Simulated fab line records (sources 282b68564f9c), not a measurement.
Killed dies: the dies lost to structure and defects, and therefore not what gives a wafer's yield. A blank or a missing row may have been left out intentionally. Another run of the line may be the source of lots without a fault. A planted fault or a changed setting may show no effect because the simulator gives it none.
Which tool was responsible?	flow rit cmos	Sampling: 15 lots, 45 wafers, 2 of 202 route steps

== WHAT THE GAUGES SHOWED, per wafer ==
RIT_ACTIVE_THK_MEAS_04.
lot	measured	on	ACTIVE_NITRIDE_THK (nm)
L628	day 1 13:33	film metro-04	153.9 151.5 153.2
L629	day 1 21:01	film metro-04	152.5 154.4 152.9
L630	day 2 03:59	film metro-01	153.5 153.6 154.5
L631	day 2 08:18	film metro-04	155.1 155.3 155.7
L632	day 2 10:41	film metro-01	155.2 154.2 154.7
L634	day 2 21:26	film metro-01	150.1 151.4 151.2
L635	day 3 02:01	film metro-04	153.4 153.9 154.7
L636	day 3 06:47	film metro-02	152.5 152.0 152.3
L637	day 3 12:47	film metro-02	155.7 155.5 155.8
L641	day 4 10:14	film metro-04	105.9 103.7 103.7
L642	day 4 13:44	film metro-02	104.1 104.0 103.2
L643	day 4 20:14	film metro-01	105.1 106.0 104.8
L648	day 5 20:25	film metro-04	152.1 153.3 152.7
L650	day 6 09:05	film metro-04	153.4 152.0 153.2
L651	day 6 11:13	film metro-01	153.5 154.8 153.6

== WHAT TOOL EACH LOT RAN ON (gives the tool, then ch and the chambers of the sampled wafers, and finally the start) ==
lot	RIT_ACTIVE_CVD_03
L628	lpcvd-01 ch 0, day 1 12:07
L629	lpcvd-01 ch 0, day 1 19:36
L630	lpcvd-02 ch 1, day 2 02:34
L631	lpcvd-02 ch 1, day 2 06:52
L632	lpcvd-02 ch 1, day 2 09:16
L634	lpcvd-01 ch 1, day 2 19:18
L635	lpcvd-01 ch 1, day 3 00:35
L636	lpcvd-02 ch 1, day 3 05:22
L637	lpcvd-02 ch 1, day 3 10:38
L641	lpcvd-01 ch 1, day 4 08:49
L642	lpcvd-01 ch 0, day 4 12:19
L643	lpcvd-01 ch 1, day 4 18:49
L648	lpcvd-02 ch 1, day 5 19:00
L650	lpcvd-02 ch 1, day 6 06:57
L651	lpcvd-02 ch 1, day 6 09:05
- RIT_ACTIVE_CVD_03: deposits Si3N4 from SiH2Cl2/NH3, target thk 150 nm, time 1537 s.

== WHAT THE TOOLS THEMSELVES READ (means of the sampled wafers that have a number; where no wafer has one, the mark that the record gives instead) ==
RIT_ACTIVE_CVD_03.
lot	tool	pressure mtorr (mTorr)
L628	lpcvd-01	299.8
L629	lpcvd-01	300.6
L630	lpcvd-02	300.0
L631	lpcvd-02	299.7
L632	lpcvd-02	300.6
L634	lpcvd-01	300.2
L635	lpcvd-01	299.4
L636	lpcvd-02	300.1
L637	lpcvd-02	300.0
L641	lpcvd-01	300.0
L642	lpcvd-01	300.1
L643	lpcvd-01	299.8
L648	lpcvd-02	300.5
L650	lpcvd-02	300.3
L651	lpcvd-02	299.3

== THE ANSWER, worked out from the rows above alone ==
Rule: the usual values come from the lots themselves. The widest of any qualifying gaps counts: lots, ordered by their means at a reading, are off when they make up no more than a third of the lots, leave a main group of 4 or more, and stand apart from it by 3 or more times the standard deviation of that group's means. If all means in a main group match to the digits the tables above print for the reading, that group is not used. Also off: a lot with no number at a reading for which 4 or more lots have one. All remaining lots with rows at the step are treated as sound. Order of review: gauges by route order, followed by the tools' own readings, for which a lot's mean as printed above is used. At the first step where some lot is off, the reading lying furthest off is the one used; lots without a number count as furthest.
Off: at RIT_ACTIVE_THK_MEAS_04 (ACTIVE_NITRIDE_THK), L641, L642, L643. The main group: mean 153.5 nm, standard deviation 1.3.
A tool fits if, at a process step before that reading, it ran every lot that is off, and no sound lot after the first of them. Those tools and the gauges at RIT_ACTIVE_THK_MEAS_04 are tried in the same way. One fits: RIT_ACTIVE_CVD_03 on lpcvd-01. A fault onset in the window from L635 (day 3 00:35, its last sound lot) to L641 (day 4 08:49, its first lot off) fits.

== WHAT THE SIMULATOR HAD INSERTED ==
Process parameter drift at RIT_ACTIVE_CVD_03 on lpcvd-01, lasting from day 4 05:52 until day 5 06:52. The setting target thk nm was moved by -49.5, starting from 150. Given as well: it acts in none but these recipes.
Lots struck among those shown: L641, L642, L643. The rule given above showed the same thing.
